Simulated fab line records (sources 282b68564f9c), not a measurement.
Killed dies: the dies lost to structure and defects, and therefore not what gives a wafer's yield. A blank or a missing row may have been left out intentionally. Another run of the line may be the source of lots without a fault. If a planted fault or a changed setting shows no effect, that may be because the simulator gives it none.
Which tool was responsible?    flow rit_cmos    Sampling: 7 lots, 21 wafers, 4 of 202 route steps

== WHAT THE GAUGES READ, wafer by wafer ==
RIT_CONTACT_CD_MEAS_90: target cd 1000 nm.
lot   measured     on         cd_nm (nm)
L938  day 3 20:08  cd_sem-02  1002.3 1000.4 1002.2
L940  day 4 03:59  cd_sem-01  1000.0 996.8 998.3
L942  day 4 11:22  cd_sem-01  998.5 1000.1 998.3
L945  day 5 02:57  cd_sem-02  998.5 997.8 998.9
L952  day 6 18:46  cd_sem-01  1001.2 1001.3 1002.1
L955  day 7 10:23  cd_sem-02  1003.0 1002.5 1003.1
L959  day 8 03:11  cd_sem-02  1002.1 1001.1 1001.8

== WHAT TOOL EACH LOT RAN ON (gives the tool, then ch and the chambers of the sampled wafers, and finally the start) ==
lot   RIT_GATE_STRIP_20                    RIT_SDANNEAL_RTA_03              RIT_CONTACT_ETCH_11
L938  plasma_asher-02 ch 0,1, day 3 03:39  rtp_anneal-01 ch 0, day 3 17:12  rie_diel-03 ch 0,1,3, day 3 19:46
L940  plasma_asher-04 ch 0,1, day 3 12:39  rtp_anneal-01 ch 0, day 4 01:03  rie_diel-01 ch 0,1, day 4 03:37
L942  plasma_asher-01 ch 0,1, day 3 19:31  rtp_anneal-01 ch 0, day 4 08:25  rie_diel-03 ch 0,2, day 4 10:59
L945  plasma_asher-01 ch 0,1, day 4 08:55  rtp_anneal-02 ch 0, day 4 23:40  rie_diel-03 ch 1,3, day 5 02:35
L952  plasma_asher-04 ch 0,1, day 6 03:22  rtp_anneal-01 ch 0, day 6 15:50  rie_diel-01 ch 0,1,2, day 6 18:24
L955  plasma_asher-02 ch 0,1, day 6 18:22  rtp_anneal-02 ch 0, day 7 07:09  rie_diel-03 ch 0,1,2, day 7 09:59
L959  plasma_asher-02 ch 0,1, day 7 10:47  rtp_anneal-02 ch 0, day 8 00:10  rie_diel-01 ch 1,2,3, day 8 02:49
- RIT_GATE_STRIP_20: strips in O2, time 180 s.
- RIT_SDANNEAL_RTA_03: time 5 s.
- RIT_CONTACT_ETCH_11: etches SiO2 in CHF3/CF4/Ar, stops on TiSi2, target depth 480 nm, time 320 s.

== THE ANSWER, worked out from the rows above alone ==
Rule: the usual values come from the lots themselves. Put in order of their means at a reading, lots are off if they are a third of the lots or fewer, leave a main group of 4 or more, and stand apart from it by a gap of 3 or more times the standard deviation of the main group's means; of several such gaps the widest counts. If all means in a main group match to the digits the tables above print for the reading, that group is not used. Also off: a lot with no number at a reading for which 4 or more lots have one. The other lots that the step has rows for count as sound.
No lot is off at any reading shown: from this, nothing can be told.

== WHAT THE SIMULATOR HAD PUT IN ==
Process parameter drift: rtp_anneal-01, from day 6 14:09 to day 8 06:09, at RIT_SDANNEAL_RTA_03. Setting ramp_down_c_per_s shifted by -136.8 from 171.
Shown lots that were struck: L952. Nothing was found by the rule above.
